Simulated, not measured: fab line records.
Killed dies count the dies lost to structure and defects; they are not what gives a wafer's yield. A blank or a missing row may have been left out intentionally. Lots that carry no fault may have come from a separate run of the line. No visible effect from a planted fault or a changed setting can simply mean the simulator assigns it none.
fab line records | flow ritCmos
record lots=14 wafers=42 lastDay=7
route steps=202 shown PSD@148 CONTACT@168 M1@186
lots untouched by any fault: they come from a run of this same line in which no faults occurred
startH: the number of hours between the record's first day and the start of the first shown wafer of the lot | waitH: hours elapsed since this lot's preceding step | " identical to the entry in the row above | L1.1+2: several wafers, shown together as one row | - no value, or no start was given | * or withheld: withheld | < > ~ a bound
route shown NAME@n: names a module that has steps shown in the file, with the first one's number in the route | usual: mean/standard deviation of fault-free wafers | same: alike in all rows | chamber/n: place in a boat | sites: readings site by site | _std_site: the standard deviation of these | _edge_site: mean of outer sites minus mean of inner sites | radiusMm: for every site, how far away it sits from the centre of the wafer | mask NAME#n: copy n | behind: the most recent tool/chamber to have shaped the wafer | hold: why the lot went on hold/how many hours it stayed there/how the hold came to an end | device: whichever transistor did not switch (one of n, p or np) | end of line: tests run on the same wafers once the route is complete | where a step has no rows: the recipe by itself | killed: dies lost to structure and defects at the first sort, not the wafer's yield | map: a wafer's dies, marking killed ones x, the rest . and places with no die _
set.NAME: the setting the step ran with; set.NAME@STEP: the setting that earlier step ran with | model.NAME: the simulator's own value behind a step, which no gauge read
one table for each step of the route and one row for each wafer, over a sample of lots
services: when a tool's chamber went out of use (startH, in hours from the record's first day, below 0 if earlier), for how many hours, and the reason
## steps
# step RIT_PSD_OVL_MEAS_06
# usual PSD_OVL=0.8/1.8
# columns lot.wafer tool chamber startH waitH PSD_OVL[nm]
L201.2 overlay-02 - 53.71 - -1.2
L201.4 " - " " -0.4
L201.5 " - " " -2.5
L202.1 overlay-02 - 61.05 - -1.3
L202.2 " - " " -0.9
L202.4 " - " " -1.0
L203.1 overlay-01 - 65.45 - 0.8
L203.2 " - " " 0.8
L203.4 " - " " -0.5
L204.1 overlay-02 - 70.56 - 2.0
L204.5 " - " " 2.7
L204.6 " - " " 3.8
L205.1 overlay-02 - 77.70 - 1.1
L205.5 " - " " 2.0
L205.6 " - " " 1.3
L207.2 overlay-01 - 83.99 - -0.9
L207.3 " - " " -0.3
L207.5 " - " " 0.2
L209.1 overlay-02 - 93.28 - -1.8
L209.4 " - " " -0.2
L209.6 " - " " 0.0
L211.2 overlay-01 - 101.31 - 2.1
L211.3 " - " " 1.9
L211.4 " - " " 2.3
L215.2 overlay-01 - 123.11 - 0.3
L215.3 " - " " 2.9
L215.6 " - " " 1.8
L216.1 overlay-02 - 127.24 - 2.5
L216.2 " - " " 2.9
L216.6 " - " " 2.7
L217.2 overlay-01 - 129.27 - -2.9
L217.3 " - " " -1.2
L217.6 " - " " -0.7
L219.1 overlay-01 - 143.05 - 3.1
L219.3 " - " " 3.3
L219.6 " - " " 2.8
L223.2 overlay-01 - 159.90 - 2.5
L223.4 " - " " 2.0
L223.5 " - " " 1.7
L224.1 overlay-02 - 170.61 - -1.4
L224.4 " - " " 0.1
L224.6 " - " " 0.2
# step RIT_PSD_STRIP_09
# recipe chemistry=O2 timeS=180 resist=NOVOLAK platenTempC=withheld powerW=500 pressureMtorr=4000 o2FlowSccm=4000
# usual drypumpMotorCurrentA=5.4/0.42
# columns lot.wafer tool chamber startH waitH drypumpMotorCurrentA rfHoursCounterH
L201.2 plasmaAsher-02 0 54.04 0.1 5.2 27
L201.4 " 1 " " 5.1 -
L201.5 " 1 " " 5.1 -
L202.1 plasmaAsher-02 0 61.39 0.1 5.2 28
L202.2 " 1 " " 5.1 28
L202.4 " 0 " " 5.2 -
L203.1 plasmaAsher-01 1 65.79 0.1 4.8 39
L203.2 " 0 " " 5.8 39
L203.4 " 1 " " 4.8 -
L204.1 plasmaAsher-02 1 70.90 0.1 5.1 29
L204.5 " 1 " " 5.1 -
L204.6 " 0 " " 5.3 -
L205.1 plasmaAsher-02 0 78.04 0.1 5.3 29
L205.5 " 0 " " 5.3 -
L205.6 " 1 " " 5.1 -
L207.2 plasmaAsher-04 0 84.32 0.1 5.3 43
L207.3 " 1 " " 6.1 -
L207.5 " 1 " " 6.1 -
L209.1 plasmaAsher-02 0 93.61 0.1 5.3 31
L209.4 " 1 " " 5.1 -
L209.6 " 1 " " 5.1 -
L211.2 plasmaAsher-04 0 101.64 0.1 5.3 45
L211.3 " 0 " " 5.3 -
L211.4 " 1 " " 6.1 -
L215.2 plasmaAsher-02 1 123.44 0.1 5.1 35
L215.3 " 1 " " 5.2 -
L215.6 " 1 " " 5.2 -
L216.1 plasmaAsher-01 0 127.58 0.1 5.8 46
L216.2 " 1 " " 4.7 46
L216.6 " 1 " " 4.8 -
L217.2 plasmaAsher-02 0 129.80 0.1 5.3 36
L217.3 " 0 " " 5.3 -
L217.6 " 1 " " 5.2 -
L219.1 plasmaAsher-04 0 143.39 0.1 5.3 50
L219.3 " 0 " " 5.3 -
L219.6 " 0 " " 5.3 -
L223.2 plasmaAsher-02 1 160.23 0.1 5.1 39
L223.4 " 1 " " 5.1 -
L223.5 " 1 " " 5.1 -
L224.1 plasmaAsher-04 1 170.94 0.1 6.1 52
L224.4 " 0 " " 5.3 -
L224.6 " 1 " " 6.1 -
# step RIT_CONTACT_CVD_00
# recipe material=SiO2 targetThkNm=400 precursor=TEOS tempC=390 timeS=61 rfW=400
# usual heaterPowerW=313/55 runLengthS=88.6/0.52
# columns lot.wafer tool chamber startH waitH heaterPowerW runLengthS
L201.2 pecvd-04 1 55.69 0.0 316 88.4
L201.4 " 0 " " 226 88.9
L201.5 " 2 " " 399 88.1
L202.1 pecvd-02 0 63.11 0.1 411 88.5
L202.2 " 1 " " 281 88.1
L202.4 " 2 " " 297 88.1
L203.1 pecvd-03 1 67.57 0.1 239 89.6
L203.2 " 2 " " 264 89.0
L203.4 " 1 " " 248 88.9
L204.1 pecvd-04 1 72.59 0.1 337 88.0
L204.5 " 0 " " 230 89.2
L204.6 " 2 " " 367 87.8
L205.1 pecvd-02 0 79.70 0.1 419 88.1
L205.5 " 2 " " 276 88.1
L205.6 " 0 " " 430 88.5
L207.2 pecvd-04 1 86.01 0.0 270 88.0
L207.3 " 0 " " 309 89.5
L207.5 " 0 " " 230 89.1
L209.1 pecvd-03 0 95.27 0.1 323 89.3
L209.4 " 2 " " 299 88.9
L209.6 " 0 " " 345 89.7
L211.2 pecvd-02 0 103.30 0.0 431 88.1
L211.3 " 1 " " 246 88.7
L211.4 " 1 " " 261 87.9
L215.2 pecvd-03 1 125.10 0.0 254 89.1
L215.3 " 0 " " 349 88.8
L215.6 " 1 " " 264 89.2
L216.1 pecvd-04 1 129.25 0.1 345 88.8
L216.2 " 0 " " 300 75.9
L216.6 " 1 " " 345 88.0
L217.2 pecvd-02 0 131.45 0.0 426 88.5
L217.3 " 2 " " 277 87.9
L217.6 " 2 " " 294 87.7
L219.1 pecvd-04 0 145.06 0.1 253 76.0
L219.3 " 1 " " 338 88.4
L219.6 " 0 " " 267 75.7
L223.2 pecvd-02 1 161.89 0.0 283 88.3
L223.4 " 0 " " 433 88.2
L223.5 " 1 " " 293 88.6
L224.1 pecvd-03 2 172.70 0.1 269 89.1
L224.4 " 2 " " 277 88.5
L224.6 " 0 " " 375 89.2
# step RIT_CONTACT_THK_MEAS_01
# recipe reads=SiO2_of_CONTACT_CVD_00
# usual CONTACT_TEOS_THK=402/5.1
# columns lot.wafer tool chamber startH waitH hold CONTACT_TEOS_THK[nm]
L201.2 filmMetro-04 - 55.75 0.0 - 403
L201.4 " - " " - 395
L201.5 " - " " - 405
L202.1 filmMetro-02 - 63.16 0.0 - 408
L202.2 " - " " - 396
L202.4 " - " " - 406
L203.1 filmMetro-02 - 67.62 0.0 - 396
L203.2 " - " " - 399
L203.4 " - " " - 408
L204.1 filmMetro-01 - 72.64 0.0 - 404
L204.5 " - " " - 407
L204.6 " - " " - 406
L205.1 filmMetro-01 - 79.75 0.0 - 404
L205.5 " - " " - 410
L205.6 " - " " - 405
L207.2 filmMetro-01 - 86.07 0.0 - 401
L207.3 " - " " - 392
L207.5 " - " " - 401
L209.1 filmMetro-04 - 95.32 0.0 - 406
L209.4 " - " " - 398
L209.6 " - " " - 402
L211.2 filmMetro-04 - 103.36 0.0 - 401
L211.3 " - " " - 395
L211.4 " - " " - 396
L215.2 filmMetro-01 - 125.16 0.0 - 394
L215.3 " - " " - 397
L215.6 " - " " - 398
L216.1 filmMetro-04 - 129.30 0.0 awaitDispo/0.2h/release 403
L216.2 " - " " awaitDispo/0.2h/release 307
L216.6 " - " " awaitDispo/0.2h/release 409
L216.1 filmMetro-04 - 129.53 0.2 - 402
L216.2 " - " " - 307
L216.6 " - " " - 409
L217.2 filmMetro-02 - 131.51 0.0 - 402
L217.3 " - " " - 398
L217.6 " - " " - 409
L219.1 filmMetro-04 - 145.11 0.0 awaitDispo/0.2h/release 301
L219.3 " - " " awaitDispo/0.2h/release 396
L219.6 " - " " awaitDispo/0.2h/release 309
L219.1 filmMetro-04 - 145.34 0.2 - 301
L219.3 " - " " - 396
L219.6 " - " " - 310
L223.2 filmMetro-04 - 161.95 0.0 - 399
L223.4 " - " " - 410
L223.5 " - " " - 406
L224.1 filmMetro-02 - 172.75 0.0 - 403
L224.4 " - " " - 406
L224.6 " - " " - 407
# step RIT_M1_THK_MEAS_02
# recipe thkMeasGauge=xrf reads=Al_of_M1_SPUTTER_00
# usual M1_AL_THK=397/4.5
# columns lot.wafer tool chamber startH waitH M1_AL_THK[nm]
L201.2 filmMetro-02 - 58.34 0.1 393
L201.4 " - " " 395
L201.5 " - " " 399
L202.1 filmMetro-02 - 66.19 0.1 402
L202.2 " - " " 398
L202.4 " - " " 398
L203.1 filmMetro-03 - 70.23 0.1 399
L203.2 " - " " 397
L203.4 " - " " 395
L204.1 filmMetro-02 - 75.38 0.1 389
L204.5 " - " " 394
L204.6 " - " " 392
L205.1 filmMetro-03 - 82.35 0.1 396
L205.5 " - " " 397
L205.6 " - " " 398
L207.2 filmMetro-03 - 88.80 0.1 395
L207.3 " - " " 400
L207.5 " - " " 396
L209.1 filmMetro-02 - 98.22 0.1 398
L209.4 " - " " 392
L209.6 " - " " 397
L211.2 filmMetro-03 - 106.07 0.1 397
L211.3 " - " " 388
L211.4 " - " " 391
L215.2 filmMetro-02 - 127.92 0.1 402
L215.3 " - " " 403
L215.6 " - " " 397
L216.1 filmMetro-02 - 133.62 0.1 404
L216.2 " - " " 404
L216.6 " - " " 400
L217.2 filmMetro-01 - 134.10 0.1 393
L217.3 " - " " 385
L217.6 " - " " 396
L219.1 filmMetro-02 - 152.50 0.1 394
L219.3 " - " " 406
L219.6 " - " " 403
L223.2 filmMetro-03 - 164.85 0.1 398
L223.4 " - " " 390
L223.5 " - " " 398
L224.1 filmMetro-01 - 175.76 0.1 401
L224.4 " - " " 399
L224.6 " - " " 399
# step RIT_M1_PROBE_99
# usual killedAtContacts=0.1/0.3 killedAtFrontEnd=7/3.3 killedDies=7/3.3 killedOpen=3.8/2.3 killedShort=3.5/2.1
# same grossDies=264 killed_at_M0_to_M3=0 killed_at_M4_up=0 killedAtBackSide=0 killedAtOther=0
# columns lot.wafer tool chamber startH waitH killedAtContacts killedAtFrontEnd killedDies killedOpen killedShort
L205.1 prober-01 - 86.17 0.1 0 14 14 7 7
L205.5 prober-01 - 86.37 0.2 0 8 8 3 5
L205.6 prober-01 - 86.42 0.2 0 11 11 8 3
L209.1 prober-01 - 102.06 0.1 0 3 3 2 1
L209.4 prober-01 - 102.21 0.2 0 3 3 1 2
L209.6 prober-01 - 102.31 0.2 0 6 6 4 2
L215.2 prober-01 - 131.82 0.1 0 3 3 2 1
L215.3 prober-01 - 131.87 0.2 0 7 7 1 6
L215.6 prober-01 - 132.02 0.2 0 9 9 4 5
L217.2 prober-01 - 137.80 0.1 0 5 5 3 2
L217.3 prober-01 - 137.85 0.2 0 12 12 8 4
L217.6 prober-01 - 138.00 0.2 0 10 10 6 4
L216.1 prober-01 - 137.93 0.1 0 2 2 0 2
L216.2 prober-01 - 137.98 0.1 0 8 8 4 4
L216.6 prober-01 - 138.18 0.2 0 10 10 5 5
L219.1 prober-01 - 156.10 0.1 0 12 12 3 9
L219.3 prober-01 - 156.20 0.2 0 9 9 5 4
L219.6 prober-01 - 156.35 0.2 0 4 4 3 1
L223.2 prober-01 - 168.51 0.1 1 2 3 2 1
L223.4 prober-01 - 168.61 0.2 0 7 7 3 4
L223.5 prober-01 - 168.66 0.2 0 7 7 4 3
L224.1 prober-02 - 179.54 0.1 0 11 11 3 8
L224.4 prober-02 - 179.69 0.2 0 5 5 1 4
L224.6 prober-02 - 179.79 0.2 0 6 6 4 2
# killed by level:class
L205.1 FOX1:geometricParticle:open=3 FOX1:geometricParticle:short=2 GATE:geometricParticle:short=2 REOX:geometricParticle:open=2 SPACER:geometricParticle:short=2 SPACER:geometricParticle:open=2 FOX2:geometricParticle:short=1
L205.5 FOX1:geometricParticle:short=2 FOX1:geometricParticle:open=1 FOX2:geometricParticle:short=1 GATE:geometricParticle:open=1 SPACER:geometricParticle:short=1 SILICIDE:geometricParticle:open=1 SILICIDE:geometricParticle:short=1
L205.6 FOX1:geometricParticle:open=3 SILICIDE:geometricParticle:open=3 GATE:geometricParticle:short=2 GATE:geometricParticle:open=1 SPACER:geometricParticle:open=1 SILICIDE:geometricParticle:short=1
L209.1 REOX:geometricParticle:open=1 SPACER:geometricParticle:open=1 SILICIDE:geometricParticle:short=1
L209.4 SPACER:geometricParticle:short=2 FOX1:geometricParticle:open=1
L209.6 GATE:geometricParticle:open=3 GATE:geometricParticle:short=1 SPACER:geometricParticle:short=1 SILICIDE:geometricParticle:open=1
L215.2 GATE:geometricParticle:short=1 GATE:geometricParticle:open=1 SILICIDE:geometricParticle:open=1
L215.3 GATE:geometricParticle:short=3 REOX:geometricParticle:short=2 FOX1:geometricParticle:short=1 REOX:geometricParticle:open=1
L215.6 GATE:geometricParticle:short=3 FOX2:geometricParticle:open=2 FOX2:geometricParticle:short=1 GATE:geometricParticle:open=1 REOX:geometricParticle:short=1 SPACER:geometricParticle:open=1
L217.2 GATE:geometricParticle:short=1 GATE:geometricParticle:open=1 REOX:geometricParticle:short=1 REOX:geometricParticle:open=1 SILICIDE:geometricParticle:open=1
L217.3 GATE:geometricParticle:short=3 REOX:geometricParticle:open=3 SPACER:geometricParticle:open=2 FOX1:geometricParticle:open=1 GATE:geometricParticle:open=1 SPACER:geometricParticle:short=1 SILICIDE:geometricParticle:open=1
L216.1 GATE:geometricParticle:short=1 REOX:geometricParticle:short=1
L216.2 GATE:geometricParticle:short=2 GATE:geometricParticle:open=2 SPACER:geometricParticle:open=2 REOX:geometricParticle:short=1 SPACER:geometricParticle:short=1
L217.6 REOX:geometricParticle:open=3 GATE:geometricParticle:short=1 GATE:geometricParticle:open=1 REOX:geometricParticle:short=1 SPACER:geometricParticle:short=1 SPACER:geometricParticle:open=1 SILICIDE:geometricParticle:short=1 SILICIDE:geometricParticle:open=1
L216.6 GATE:geometricParticle:open=3 FOX2:geometricParticle:short=2 FOX1:geometricParticle:short=1 FOX2:geometricParticle:open=1 GATE:geometricParticle:short=1 REOX:geometricParticle:open=1 REOX:geometricParticle:short=1
L219.1 GATE:geometricParticle:short=3 FOX2:geometricParticle:short=2 REOX:geometricParticle:short=2 FOX1:geometricParticle:short=1 FOX2:geometricParticle:open=1 REOX:geometricParticle:open=1 SPACER:geometricParticle:open=1 SPACER:geometricParticle:short=1
L219.3 FOX1:geometricParticle:open=3 FOX1:geometricParticle:short=2 FOX2:geometricParticle:short=1 REOX:geometricParticle:open=1 SPACER:geometricParticle:open=1 SPACER:geometricParticle:short=1
L219.6 FOX1:geometricParticle:open=1 FOX1:geometricParticle:short=1 FOX2:geometricParticle:open=1 GATE:geometricParticle:open=1
L223.2 FOX1:geometricParticle:open=1 GATE:geometricParticle:short=1 CONTACT:geometricParticle:open=1
L223.4 GATE:geometricParticle:short=2 GATE:geometricParticle:open=2 SPACER:geometricParticle:short=1 SILICIDE:geometricParticle:short=1 SILICIDE:geometricParticle:open=1
L223.5 GATE:geometricParticle:open=2 REOX:geometricParticle:short=2 FOX2:geometricParticle:open=1 GATE:geometricParticle:short=1 SILICIDE:geometricParticle:open=1
L224.1 SPACER:geometricParticle:short=3 GATE:geometricParticle:short=2 REOX:geometricParticle:short=2 FOX1:geometricParticle:short=1 GATE:geometricParticle:open=1 REOX:geometricParticle:open=1 SPACER:geometricParticle:open=1
L224.4 GATE:geometricParticle:short=2 REOX:geometricParticle:short=1 SPACER:geometricParticle:short=1 SILICIDE:geometricParticle:open=1
L224.6 GATE:geometricParticle:open=2 ACTIVE:geometricParticle:open=1 FOX2:geometricParticle:open=1 REOX:geometricParticle:short=1 SPACER:geometricParticle:short=1
## services
# columns tool chamber startH hours kind
pecvd-04 - 61.48 6.0 pm
pecvd-04 - 73.50 5.5 pm
plasmaAsher-04 - 136.28 2.8 pm
pecvd-04 0 163.56 14.7 repair
## key
firstSign step=RIT_CONTACT_CVD_00 reading=runLengthS direction=down sigmas=24 usual=* struck=*
effect step=RIT_CONTACT_THK_MEAS_01 reading=visit direction=added
effect step=RIT_CONTACT_THK_MEAS_01 reading=CONTACT_TEOS_THK direction=down sigmas=19 usual=402 struck=306
metAt RIT_CONTACT_CVD_00
struckLots L216,L219
struckWafers L216.2,L219.1,L219.6
testerLeftOut L216,L219
notActingAt RIT_PSD_OVL_MEAS_06,RIT_PSD_STRIP_09,RIT_M1_THK_MEAS_02
onsetBetween 86.01 129.25
fault kind=processParameterDrift tool=pecvd-04 chamber=0 onsetH=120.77 steps=RIT_CONTACT_CVD_00 channel=timeS offset=* shape=step endH=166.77 stated=*
# testerLeftOut: of these lots the tester's yield and bins aren't shown, on N5 and GAA mostly nor the transistor test; their killed dies are dies lost to structure and defects alone, not to doping, threshold or leakage, so they don't give the yield
